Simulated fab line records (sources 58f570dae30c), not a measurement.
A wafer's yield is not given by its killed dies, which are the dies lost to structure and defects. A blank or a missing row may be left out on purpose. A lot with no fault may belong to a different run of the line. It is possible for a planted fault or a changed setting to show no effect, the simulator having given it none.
fab line records    flow berkeley-cmos170
[record] lots = 7  wafers = 21  last-day = 12
route steps=331 shown V1@269 M2@271
lots untouched by any fault: they come from a run of this same line in which no faults occurred
start-h: hours from the record's opening day to when the first of the lot's shown wafers began    wait-h: hours from the lot's prior step to this one    " unchanged from the row above    L1.1+2: one row covering several wafers at once    - no value, or no start given    * or withheld: withheld    < > ~ a bound
route shown NAME@n: NAME is a module with steps in the file, n the number in the route of the first one    usual: the fault-free wafers' mean and standard deviation    same: alike in all rows    chamber/n: place in a boat    sites: each site's reading    _std_site: standard deviation across them    _edge_site: the outer-site mean with the inner-site mean subtracted    radius-mm: how far each site lies from the wafer's centre    mask NAME#n: copy n    behind: the last tool/chamber to shape the wafer    hold: why the lot went on hold/how many hours it stayed there/how the hold came to an end    device: the transistor (n, p or np) that didn't switch    end of line: the route-end tests of the same wafers    where a step has no rows: the recipe by itself    killed: dies lost to structure and defects at the first sort, not the wafer's yield    map: dies across one wafer; x = killed, . = not, _ = none there
set.NAME: the run value of the setting; set.NAME@STEP: its run value at that earlier step    model.NAME: the simulator's own value behind a step, which no gauge read
lots seen at some steps along the route; tables by step, rows by wafer
services: when a tool's chamber went out of use (start-h, in hours from the record's first day, below 0 if earlier), for how many hours, and the reason
[[steps]]
[step UCB170_V1_STRIP_15]
[recipe] chemistry = O2  power-w = 400  pressure-mtorr = 3500  platen-temp-c = withheld  o2-flow-sccm = 400  overash-fraction = 0.5
[usual] chamber-pressure-mTorr = 3500/3.3  drypump-motor-current-A = 5.8/0.62  oes-product-au = 0.722/0.0045  strip-time-to-endpoint-s = 15.36/0.12
lot.wafer  tool             chamber  start-h  wait-h  chamber-pressure-mTorr  drypump-motor-current-A  oes-product-au  rf-hours-counter-h  strip-time-to-endpoint-s
L949.4     plasma-asher-02  1        166.19   0.1     3504                    5.9                      0.728           -                   15.37
L949.5     "                0        "        "       3498                    6.2                      0.720           -                   15.47
L949.6     "                1        "        "       3498                    5.9                      0.722           -                   15.42
L950.1     plasma-asher-03  1        186.25   0.1     3501                    6.1                      0.730           48                  15.31
L950.4     "                1        "        "       3502                    6.0                      0.721           -                   15.31
L950.6     "                0        "        "       3501                    4.9                      0.723           -                   15.28
L952.1     plasma-asher-04  0        192.52   0.1     3502                    5.1                      0.716           43                  15.35
L952.2     "                1        "        "       3500                    6.6                      0.730           43                  15.13
L952.4     "                1        "        "       3505                    6.6                      0.728           -                   15.42
L959.1     plasma-asher-03  1        225.79   0.1     3504                    6.0                      0.719           53                  15.44
L959.2     "                0        "        "       3501                    4.9                      0.721           53                  15.49
L959.6     "                0        "        "       3494                    4.9                      0.723           -                   15.39
L968.2     plasma-asher-02  1        269.11   0.1     3495                    5.9                      0.719           49                  15.39
L968.3     "                1        "        "       3500                    5.9                      0.715           -                   15.28
L968.5     "                0        "        "       3502                    6.2                      0.722           -                   15.46
L967.1     plasma-asher-03  1        270.50   0.1     3498                    6.1                      0.717           58                  15.49
L967.5     "                0        "        "       3497                    4.9                      0.716           -                   15.45
L967.6     "                1        "        "       3495                    6.0                      0.725           -                   15.51
L970.2     plasma-asher-03  0        276.98   0.1     3502                    4.9                      0.725           58                  15.23
L970.3     "                1        "        "       3501                    6.0                      0.717           -                   15.47
L970.6     "                1        "        "       3506                    6.0                      0.722           -                   15.25
[step UCB170_V1_CD_MEAS_90]
[recipe] target-cd-nm = 700
[usual] cd-nm = 700.3/1.6
lot.wafer  tool       chamber  start-h  wait-h  cd-nm
L949.4     cd-sem-01  -        166.31   0.1     698.9
L949.5     "          -        "        "       697.6
L949.6     "          -        "        "       700.9
L950.1     cd-sem-01  -        186.35   0.1     701.4
L950.4     "          -        "        "       698.9
L950.6     "          -        "        "       701.1
L952.1     cd-sem-01  -        192.62   0.1     701.2
L952.2     "          -        "        "       702.5
L952.4     "          -        "        "       700.7
L959.1     cd-sem-01  -        225.94   0.1     700.1
L959.2     "          -        "        "       702.6
L959.6     "          -        "        "       700.6
L968.2     cd-sem-02  -        269.23   0.1     697.3
L968.3     "          -        "        "       700.2
L968.5     "          -        "        "       697.4
L967.1     cd-sem-01  -        270.60   0.1     700.0
L967.5     "          -        "        "       700.9
L967.6     "          -        "        "       702.5
L970.2     cd-sem-02  -        277.10   0.1     700.7
L970.3     "          -        "        "       701.7
L970.6     "          -        "        "       703.9
[step UCB170_M2_PRE_CLEAN_00]
[recipe] gas = Ar  preclean-etch-time-s = 60
[step UCB170_M2_SPUTTER_01]
[recipe] material = Al  target-thk-nm = 900  time-s = 120  power-w = 6000  chamber-pressure-pa = 0.5
[usual] throttle-valve-pct = 30.4/1.3
lot.wafer  tool            chamber  start-h  wait-h  throttle-valve-pct
L949.4     pvd-sputter-02  -        166.44   0.0     30.9
L949.5     "               -        "        "       29.0
L949.6     "               -        "        "       29.9
L950.1     pvd-sputter-03  -        186.54   0.0     30.9
L950.4     "               -        "        "       31.7
L950.6     "               -        "        "       31.9
L952.1     pvd-sputter-01  -        192.81   0.0     29.0
L952.2     "               -        "        "       29.5
L952.4     "               -        "        "       32.7
L959.1     pvd-sputter-02  -        226.13   0.0     30.1
L959.2     "               -        "        "       28.9
L959.6     "               -        "        "       29.0
L968.2     pvd-sputter-01  -        269.40   0.0     31.7
L968.3     "               -        "        "       28.8
L968.5     "               -        "        "       29.6
L967.1     pvd-sputter-03  -        270.80   0.0     28.8
L967.5     "               -        "        "       30.7
L967.6     "               -        "        "       28.7
L970.2     pvd-sputter-02  -        277.27   0.0     30.8
L970.3     "               -        "        "       29.1
L970.6     "               -        "        "       31.1
[step UCB170_M2_RS_MEAS_02]
[recipe] thk-meas-gauge = four-point-probe  reads = Al_of_M2_SPUTTER_01
[usual] M2_AL_RS = 0.0323/0.00039
lot.wafer  tool           chamber  start-h  wait-h  M2_AL_RS[ohm/sq]
L949.4     film-metro-02  -        166.58   0.1     0.0321
L949.5     "              -        "        "       0.0318
L949.6     "              -        "        "       0.0324
L950.1     film-metro-02  -        186.62   0.0     0.0318
L950.4     "              -        "        "       0.0319
L950.6     "              -        "        "       0.0319
L952.1     film-metro-02  -        192.89   0.0     0.0324
L952.2     "              -        "        "       0.0323
L952.4     "              -        "        "       0.0319
L959.1     film-metro-02  -        226.21   0.0     0.0330
L959.2     "              -        "        "       0.0324
L959.6     "              -        "        "       0.0323
L968.2     film-metro-02  -        269.50   0.1     0.0323
L968.3     "              -        "        "       0.0328
L968.5     "              -        "        "       0.0328
L967.1     film-metro-02  -        270.89   0.0     0.0323
L967.5     "              -        "        "       0.0321
L967.6     "              -        "        "       0.0325
L970.2     film-metro-04  -        277.37   0.1     0.0324
L970.3     "              -        "        "       0.0322
L970.6     "              -        "        "       0.0326
[step UCB170_M2_THK_MEAS_03]
[recipe] thk-meas-gauge = xrf  reads = Al_of_M2_SPUTTER_01
[usual] M2_AL_THK = 894/11
lot.wafer  tool           chamber  start-h  wait-h  M2_AL_THK[nm]
L949.4     film-metro-02  -        166.67   0.1     895
L949.5     "              -        "        "       904
L949.6     "              -        "        "       890
L950.1     film-metro-02  -        186.74   0.1     903
L950.4     "              -        "        "       902
L950.6     "              -        "        "       904
L952.1     film-metro-02  -        193.01   0.1     896
L952.2     "              -        "        "       901
L952.4     "              -        "        "       905
L959.1     film-metro-02  -        226.33   0.1     866
L959.2     "              -        "        "       887
L959.6     "              -        "        "       889
L968.2     film-metro-02  -        269.61   0.1     892
L968.3     "              -        "        "       882
L968.5     "              -        "        "       877
L967.1     film-metro-02  -        271.01   0.1     895
L967.5     "              -        "        "       902
L967.6     "              -        "        "       885
L970.2     film-metro-04  -        277.48   0.1     898
L970.3     "              -        "        "       903
L970.6     "              -        "        "       890
[step UCB170_M2_HMDS_04]
[recipe] prime-time-s = 60  prime-temp-c = 100
[step UCB170_M2_COAT_05]
[recipe] resist = KrF  spin-rpm = 1500  resist-thk-nm = 900
[step UCB170_M2_SOFTBAKE_06]
[recipe] resist = KrF  temp-c = 130  time-s = 60
[step UCB170_M2_STRIP_07]
[recipe] chemistry = O2  power-w = 400  pressure-mtorr = 3500  platen-temp-c = withheld  o2-flow-sccm = 400  overash-fraction = 0.5
[usual] chamber-pressure-mTorr = 3500/3.2  drypump-motor-current-A = 5.8/0.56  oes-product-au = 0.734/0.0042  strip-time-to-endpoint-s = 21.98/0.062
lot.wafer  tool             chamber  start-h  wait-h  chamber-pressure-mTorr  drypump-motor-current-A  oes-product-au  rf-hours-counter-h  strip-time-to-endpoint-s
L949.4     plasma-asher-01  0        167.93   0.1     3495                    6.5                      0.737           -                   21.96
L949.5     "                0        "        "       3499                    6.5                      0.726           -                   21.99
L949.6     "                1        "        "       3500                    5.1                      0.725           -                   21.97
L950.1     plasma-asher-03  0        187.49   0.1     3501                    4.9                      0.733           48                  22.07
L950.4     "                0        "        "       3498                    4.9                      0.732           -                   22.10
L950.6     "                0        "        "       3497                    4.9                      0.740           -                   22.07
L952.1     plasma-asher-02  0        193.52   0.1     3502                    6.3                      0.733           41                  21.98
L952.2     "                1        "        "       3496                    5.9                      0.741           41                  22.01
L952.4     "                0        "        "       3501                    6.2                      0.731           -                   21.97
L959.1     plasma-asher-03  0        227.34   0.1     3502                    4.9                      0.736           53                  21.94
L959.2     "                1        "        "       3502                    6.0                      0.739           53                  22.07
L959.6     "                0        "        "       3502                    4.9                      0.740           -                   22.00
L968.2     plasma-asher-01  1        270.11   0.1     3502                    5.1                      0.733           17                  22.06
L968.3     "                0        "        "       3502                    6.4                      0.736           -                   22.07
L968.5     "                1        "        "       3502                    5.1                      0.736           -                   22.06
L967.1     plasma-asher-02  1        271.62   0.1     3502                    5.9                      0.739           49                  21.96
L967.5     "                1        "        "       3499                    5.9                      0.732           -                   21.93
L967.6     "                0        "        "       3497                    6.2                      0.730           -                   21.91
L970.2     plasma-asher-03  1        278.18   0.1     3493                    6.1                      0.732           58                  21.91
L970.3     "                1        "        "       3506                    6.0                      0.735           -                   21.90
L970.6     "                1        "        "       3498                    6.0                      0.727           -                   21.92
[step UCB170_M2_STRIP_08]
[recipe] chemistry = DMSO  temp-c = 80  time-s = 600  material = KrF
[step UCB170_M2_COAT_09]
[recipe] resist = BARC  temp-c = withheld  time-s = withheld  spin-rpm = 3000  resist-thk-nm = withheld
[step UCB170_M2_COAT_10]
[recipe] resist = KrF  spin-rpm = 1500  resist-thk-nm = 900
[usual] spin-speed-rpm = 1499.8/1
lot.wafer  tool            chamber  start-h  wait-h  spin-speed-rpm  model.KrF_of_M2_COAT_10.thk-nm
L949.4     litho-track-03  0        168      -       1499.9          901.3
L949.5     "               0        "        "       1500.0          903.8
L949.6     "               0        "        "       1500.3          900.8
L950.1     litho-track-01  0        188      -       1501.0          901.3
L950.4     "               0        "        "       1501.5          899.1
L950.6     "               0        "        "       1499.5          899
L952.1     litho-track-02  0        194      -       1498.2          900
L952.2     "               0        "        "       1498.4          900.2
L952.4     "               0        "        "       1500.4          899
L959.1     litho-track-01  0        227      -       1500.0          901.8
L959.2     "               0        "        "       1500.1          904
L959.6     "               0        "        "       1499.2          905.8
L968.2     litho-track-01  0        270      -       1633.6          861.2
L968.3     "               0        "        "       1635.5          863.7
L968.5     "               0        "        "       1633.6          864.8
L967.1     litho-track-01  0        272      -       1635.4          866
L967.5     "               0        "        "       1634.3          862.8
L967.6     "               0        "        "       1635.4          864.5
L970.2     litho-track-01  0        278      -       1635.5          861.6
L970.3     "               0        "        "       1636.7          860.9
L970.6     "               0        "        "       1635.7          864.1
[step UCB170_M2_SOFTBAKE_11]
[recipe] resist = KrF  temp-c = 130  time-s = 60
[step UCB170_M2_EXPOSE_12]
[recipe] mask-id = METAL2  target-cd-nm = 700  na = 0.5  sigma-outer = 0.6  source-shape = conventional  dose-mj = 26
[step UCB170_M2_PEB_13]
[recipe] peb-temp-c = 130.7  peb-time-s = withheld  resist = KrF
[step UCB170_M2_DEVELOP_14]
[recipe] developer = TMAH  develop-time-s = 45  resist = KrF  dev-temp-c = 21
[step UCB170_M2_CD_MEAS_15]
[recipe] target-cd-nm = 700
[usual] cd-nm = 699.6/1.2
lot.wafer  tool       chamber  start-h  wait-h  cd-nm
L949.4     cd-sem-02  -        169.20   -       699.1
L949.5     "          -        "        "       700.5
L949.6     "          -        "        "       699.2
L950.1     cd-sem-02  -        189.98   -       700.4
L950.4     "          -        "        "       701.3
L950.6     "          -        "        "       701.4
L952.1     cd-sem-01  -        196.18   -       697.4
L952.2     "          -        "        "       698.6
L952.4     "          -        "        "       699.4
L959.1     cd-sem-02  -        228.64   -       700.8
L959.2     "          -        "        "       701.7
L959.6     "          -        "        "       701.1
L968.2     cd-sem-01  -        271.54   -       698.0
L968.3     "          -        "        "       699.0
L968.5     "          -        "        "       697.9
L967.1     cd-sem-02  -        272.94   -       698.2
L967.5     "          -        "        "       698.4
L967.6     "          -        "        "       698.4
L970.2     cd-sem-02  -        279.67   -       697.2
L970.3     "          -        "        "       698.6
L970.6     "          -        "        "       698.0
[step UCB170_M2_OVL_MEAS_16]
[usual] M2_OVL = 2/5.3
lot.wafer  tool        chamber  start-h  wait-h  M2_OVL[nm]
L949.4     overlay-02  -        169.28   0.1     -7
L949.5     "           -        "        "       -2
L949.6     "           -        "        "       6
L950.1     overlay-01  -        190.10   0.1     8
L950.4     "           -        "        "       3
L950.6     "           -        "        "       10
L952.1     overlay-02  -        196.30   0.1     10
L952.2     "           -        "        "       11
L952.4     "           -        "        "       14
L959.1     overlay-01  -        228.76   0.1     1
L959.2     "           -        "        "       7
L959.6     "           -        "        "       7
L968.2     overlay-02  -        271.64   0.1     7
L968.3     "           -        "        "       8
L968.5     "           -        "        "       11
L967.1     overlay-02  -        273.06   0.1     0
L967.5     "           -        "        "       -3
L967.6     "           -        "        "       1
L970.2     overlay-01  -        279.77   0.1     -9
L970.3     "           -        "        "       1
L970.6     "           -        "        "       3
[step UCB170_M2_ETCH_17]
[recipe] chemistry = N2/H2  target-depth-a = withheld  overetch-a = withheld  target = BARC  time-s = withheld  source-w = 500  bias-w = 100  pressure-mtorr = 30  n2-flow-sccm = 100  h2-flow-sccm = 200
[usual] chamber-pressure-mTorr = 30.000/0.027  drypump-motor-current-A = 5.8/0.5  n2-flow-sccm = 100.0/0.31  oes-product-au = 0.992/0.017  throttle-valve-pct = 13.21/0.19
lot.wafer  tool         chamber  start-h  wait-h  chamber-pressure-mTorr  drypump-motor-current-A  n2-flow-sccm  oes-product-au  throttle-valve-pct
L949.4     rie-diel-03  2        169.30   0.0     29.996                  5.1                      100.4         0.990           13.15
L949.5     "            2        "        "       29.968                  5.2                      99.4          0.983           13.14
L949.6     "            3        "        "       29.962                  5.6                      100.1         0.997           12.94
L950.1     rie-diel-03  3        190.14   0.0     30.030                  5.6                      99.8          0.994           12.93
L950.4     "            3        "        "       29.993                  5.6                      99.7          1.001           12.94
L950.6     "            1        "        "       29.994                  5.7                      100.1         0.969           13.18
L952.1     rie-diel-02  2        196.34   0.0     30.023                  6.2                      100.0         0.954           13.03
L952.2     "            1        "        "       29.950                  5.8                      100.3         1.011           13.41
L952.4     "            3        "        "       29.991                  6.3                      99.7          0.987           13.20
L959.1     rie-diel-02  2        228.80   0.0     29.991                  6.2                      99.7          0.974           13.03
L959.2     "            1        "        "       30.042                  5.8                      99.8          1.015           13.40
L959.6     "            2        "        "       30.017                  6.2                      100.2         0.969           13.05
L968.2     rie-diel-02  3        271.67   0.0     29.981                  6.3                      100.4         0.996           13.19
L968.3     "            2        "        "       30.009                  6.2                      99.7          0.968           13.04
L968.5     "            2        "        "       30.005                  6.2                      99.9          0.955           13.04
L967.1     rie-diel-02  0        273.09   0.0     30.002                  6.6                      100.1         0.990           12.92
L967.5     "            2        "        "       29.979                  6.2                      99.5          0.971           13.03
L967.6     "            3        "        "       30.032                  6.3                      100.0         0.998           13.20
L970.2     rie-diel-02  3        279.80   0.0     29.969                  6.3                      100.5         0.992           13.20
L970.3     "            2        "        "       29.996                  6.2                      100.3         0.970           13.04
L970.6     "            3        "        "       30.025                  6.3                      99.9          0.990           13.20
[step UCB170_M2_METAL_ETCH_18]
[recipe] chemistry = Cl2/BCl3  target = Al  stop-on = SiO2  pressure-mtorr = 12  target-depth-a = 11700  over-etch-frac = 0.3  time-s = 195  icp-w = 600  bias-w = 120  Cl2_flow_sccm = 90  bcl3-flow-sccm = 45
[usual] chamber-pressure-mTorr = 11.999/0.011  drypump-motor-current-A = 5.8/0.51  oes-product-au = 0.857/0.014  throttle-valve-pct = 24.53/0.14
lot.wafer  tool          chamber  start-h  wait-h  chamber-pressure-mTorr  drypump-motor-current-A  oes-product-au  rf-hours-counter-h  throttle-valve-pct  model.KrF_of_M2_COAT_10.thk-nm
L949.4     rie-metal-02  1        169.40   -       11.997                  6.0                      0.863           -                   24.41               220
L949.5     "             1        "        "       12.001                  5.9                      0.876           -                   24.41               228
L949.6     "             0        "        "       11.994                  5.3                      0.854           -                   24.43               219
L950.1     rie-metal-02  0        190.18   -       12.012                  5.3                      0.865           4                   24.44               211.8
L950.4     "             1        "        "       11.974                  6.0                      0.876           -                   24.41               228.2
L950.6     "             0        "        "       11.999                  5.3                      0.866           -                   24.44               214.8
L952.1     rie-metal-03  0        196.38   -       11.989                  6.6                      0.869           7                   24.50               221.4
L952.2     "             1        "        "       11.992                  5.0                      0.843           12                  24.79               214.7
L952.4     "             1        "        "       12.001                  5.0                      0.839           -                   24.79               215.7
L959.1     rie-metal-02  0        228.84   -       12.006                  5.3                      0.840           5                   24.44               211.1
L959.2     "             1        "        "       12.031                  5.9                      0.854           12                  24.40               229.5
L959.6     "             0        "        "       11.997                  5.3                      0.855           -                   24.42               214.7
L968.2     rie-metal-01  0        271.78   -       12.027                  6.3                      0.860           -                   24.65               179.2
L968.3     "             0        "        "       12.011                  6.2                      0.859           -                   24.66               177.5
L968.5     "             0        "        "       11.998                  6.2                      0.856           -                   24.66               171.2
L967.1     rie-metal-01  1        273.13   -       11.984                  5.7                      0.856           0                   24.32               162.1
L967.5     "             1        "        "       11.983                  5.7                      0.863           -                   24.32               164
L967.6     "             0        "        "       11.993                  6.3                      0.854           -                   24.64               171.6
L970.2     rie-metal-02  1        279.85   -       12.000                  6.0                      0.860           13                  24.42               184.9
L970.3     "             1        "        "       11.997                  5.9                      0.870           -                   24.43               193.3
L970.6     "             0        "        "       11.991                  5.3                      0.845           -                   24.45               174.2
[step UCB170_M2_STRIP_19]
[recipe] chemistry = O2  power-w = 400  pressure-mtorr = 3500  platen-temp-c = withheld  o2-flow-sccm = 400  overash-fraction = 0.5
[usual] chamber-pressure-mTorr = 3500/3.3  drypump-motor-current-A = 5.8/0.56  oes-product-au = 0.547/0.0091
lot.wafer  tool             chamber  start-h  wait-h  chamber-pressure-mTorr  drypump-motor-current-A  oes-product-au  rf-hours-counter-h
L949.4     plasma-asher-02  1        169.56   0.1     3498                    5.9                      0.556           -
L949.5     "                1        "        "       3503                    5.9                      0.560           -
L949.6     "                0        "        "       3501                    6.2                      0.545           -
L950.1     plasma-asher-01  0        190.37   0.1     3504                    6.4                      0.541           8
L950.4     "                0        "        "       3502                    6.5                      0.558           -
L950.6     "                1        "        "       3500                    5.1                      0.553           -
L952.1     plasma-asher-01  0        196.57   0.1     3498                    6.5                      0.553           9
L952.2     "                1        "        "       3499                    5.1                      0.540           9
L952.4     "                1        "        "       3504                    5.1                      0.549           -
L959.1     plasma-asher-01  1        229.09   0.2     3497                    5.1                      0.539           12
L959.2     "                0        "        "       3503                    6.5                      0.564           12
L959.6     "                0        "        "       3502                    6.4                      0.547           -
L968.2     plasma-asher-01  0        272.09   0.2     3500                    6.4                      0.514           17
L968.3     "                1        "        "       3500                    5.1                      0.511           -
L968.5     "                1        "        "       3502                    5.1                      0.498           -
L967.1     plasma-asher-02  1        273.32   0.1     3502                    5.9                      0.491           49
L967.5     "                1        "        "       3499                    5.9                      0.491           -
L967.6     "                0        "        "       3506                    6.2                      0.495           -
L970.2     plasma-asher-02  0        280.03   0.1     3498                    6.2                      0.506           50
L970.3     "                0        "        "       3497                    6.2                      0.522           -
L970.6     "                1        "        "       3497                    5.9                      0.511           -
[step UCB170_M2_CD_MEAS_90]
[recipe] target-cd-nm = 700
[usual] cd-nm = 701.3/2.4
lot.wafer  tool       chamber  start-h  wait-h  cd-nm
L949.4     cd-sem-02  -        169.69   0.1     701.1
L949.5     "          -        "        "       701.1
L949.6     "          -        "        "       701.0
L950.1     cd-sem-02  -        190.51   0.1     700.7
L950.4     "          -        "        "       702.0
L950.6     "          -        "        "       701.2
L952.1     cd-sem-02  -        196.67   0.1     697.9
L952.2     "          -        "        "       699.3
L952.4     "          -        "        "       700.1
L959.1     cd-sem-01  -        229.19   0.1     698.8
L959.2     "          -        "        "       703.9
L959.6     "          -        "        "       697.9
L968.2     cd-sem-01  -        272.21   0.1     699.2
L968.3     "          -        "        "       700.9
L968.5     "          -        "        "       699.0
L967.1     cd-sem-02  -        273.42   0.1     701.1
L967.5     "          -        "        "       700.2
L967.6     "          -        "        "       701.7
L970.2     cd-sem-02  -        280.15   0.1     699.0
L970.3     "          -        "        "       697.8
L970.6     "          -        "        "       695.9
[[services]]
tool             chamber  start-h  hours  kind
pvd-sputter-03   -        144.94   1.3    repair
rie-diel-03      2        171.98   -      clean
rie-diel-03      2        171.98   26.5   scheduled-down
rie-diel-03      2        171.98   26.5   vent-cycle
rie-diel-02      1        189.40   4.4    repair
rie-metal-01     1        211.30   1.6    repair
plasma-asher-01  -        219.53   4.8    repair
plasma-asher-02  -        223.58   2.8    repair
rie-diel-03      3        230.98   -      clean
rie-diel-03      3        230.98   20.0   scheduled-down
rie-diel-03      3        230.98   20.0   vent-cycle
pvd-sputter-01   -        241.82   1.3    repair
rie-diel-03      0        244.19   34.4   repair
rie-diel-03      -        246.21   2.8    pm
rie-metal-01     1        257.71   -      clean
rie-metal-01     1        257.71   14.1   scheduled-down
rie-metal-01     1        257.71   14.1   vent-cycle
pvd-sputter-01   -        263.31   2.3    repair
plasma-asher-03  -        273.42   2.8    pm
rie-diel-03      2        277.65   6.0    repair
[[key]]
[first-sign] step = UCB170_M2_COAT_10  reading = spin-speed-rpm  direction = up  sigmas = 99+  usual = 1499.8  struck = 1635.1
[effect] step = UCB170_M2_STRIP_19  reading = oes-product-au  direction = down  sigmas = 4.7  usual = 0.547  struck = 0.504
[model-effect] step = UCB170_M2_COAT_10  value = KrF_of_M2_COAT_10.thk-nm  without = 901.5  struck = 863.3
[model-effect] step = UCB170_M2_METAL_ETCH_18  value = KrF_of_M2_COAT_10.thk-nm  without = 213.5  struck = 175.3
met-at UCB170_M2_COAT_10
struck-wafers L967.1,L967.5,L967.6,L968.2,L968.3,L968.5,L970.2,L970.3,L970.6
sort-left-out L967.1,L967.5,L967.6,L970.2,L970.3,L970.6
onset-between 227 270
[fault] kind = process-parameter-drift  tool = litho-track-01  chamber = -  onset-h = 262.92  steps = UCB170_M2_COAT_10  channel = spin-rpm  offset = 135.61  shape = step  end-h = 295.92  acts-in = these-recipes-only  stated = 1500
// sort-left-out: the simulated sort isn't trusted on such a fault, so these wafers' sort isn't shown, and their yield isn't known
